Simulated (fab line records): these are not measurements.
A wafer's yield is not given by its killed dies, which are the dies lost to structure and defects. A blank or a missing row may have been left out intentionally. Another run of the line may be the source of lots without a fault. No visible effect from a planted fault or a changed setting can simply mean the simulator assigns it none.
Problem report, 8D (eight disciplines) form, completed by code ; flow rit-cmos ; the parts of the form that need people (team, actions taken, sign-off) are left out

1. WHAT WENT WRONG
At RIT_M1_SPUTTER_00, chamber-pressure-pa averages 0.4190 Pa over 6 wafers from 2 lots, while fault-free wafers read 0.4001 Pa, standard deviation 0.00078. That puts it +24 standard deviations away from the usual mean.
The step: material Al, target thk 400 nm, time 522.4 s.
The first sign was on wafer L176.1 at day 5 22:35, on pvd-sputter-03. The record has a number at this step for 42 wafers belonging to 14 lots. The rule behind "out" and "out of limits": a value lying over 4 standard deviations away from the usual mean. The other wafers with a number count as sound.

2. WHAT IT IS; WHAT IT IS NOT
question;is;is not
which readings at this step;chamber-pressure-pa;throttle-valve-pct
which lots;L176, L180;L166, L167, L168, L170, L171, L172, L173, L174, L185, L186, L187, L188
which wafers of those lots;all that have a number;-
read on which tools;pvd-sputter-03;pvd-sputter-02, pvd-sputter-04
when;from day 5 22:35;"up to then (24 sound wafers); but 12 sound wafers of L185, L186, L187, L188 came after"

3. WHAT RULES OUT EACH SUSPECT
Counting: any tool at a process step up to the reading is kept as a suspect provided that every lot that is out went through it and no sound lot did after the first of them.
- rtp-anneal-01 at RIT_SILICIDE_RTA_06 (time 10 s, ramp up 5 s, ramp down 10 s): ruled out as a lasting fault. Following L176 (day 5 19:55), the first lot on it that is out, the sound lots L186, L188 were run on it.
- pvd-sputter-03 at RIT_M1_SPUTTER_00 (material Al, target thk 400 nm, time 522.4 s): kept. All lots that are out passed through it, beginning with L176 at day 5 22:35, and no sound lot followed; its final sound lot before that point was L174 at day 5 15:04. Its own chamber-pressure-pa readings are out on those wafers.
Remaining after the count: pvd-sputter-03 at RIT_M1_SPUTTER_00.

4. THE CAUSE (what the simulator had put in)
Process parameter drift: pvd-sputter-03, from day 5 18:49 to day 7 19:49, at RIT_M1_SPUTTER_00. Setting chamber-pressure-pa, moved by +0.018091, from 0.4. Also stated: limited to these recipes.
Only this tool survived the counting.

5. SEQUENCE OF EFFECTS, ordered by route
Each row: a reading whose mean over the struck wafers that have a number lies more than 3 standard deviations from the usual. Only readings for which the record gives a usual standard deviation are gone through. hours: the time from each lot's start at the first step in this table that gives one to its start at this step, as a median over the lots. sigmas: the change in usual standard deviations.
hours;step;reading;usual;on struck wafers;change;sigmas
0;RIT_M1_SPUTTER_00;chamber-pressure-pa;0.4001 Pa;0.4190;+0.0189;+24
Here are the process steps it includes:
- RIT_M1_SPUTTER_00: material Al, target thk 400 nm, time 522.4 s.

6. HOW IT WOULD HAVE BEEN CAUGHT EARLIER
First out-of-limits reading in this record: day 5 22:35, which is 4 hours after fault onset at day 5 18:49.
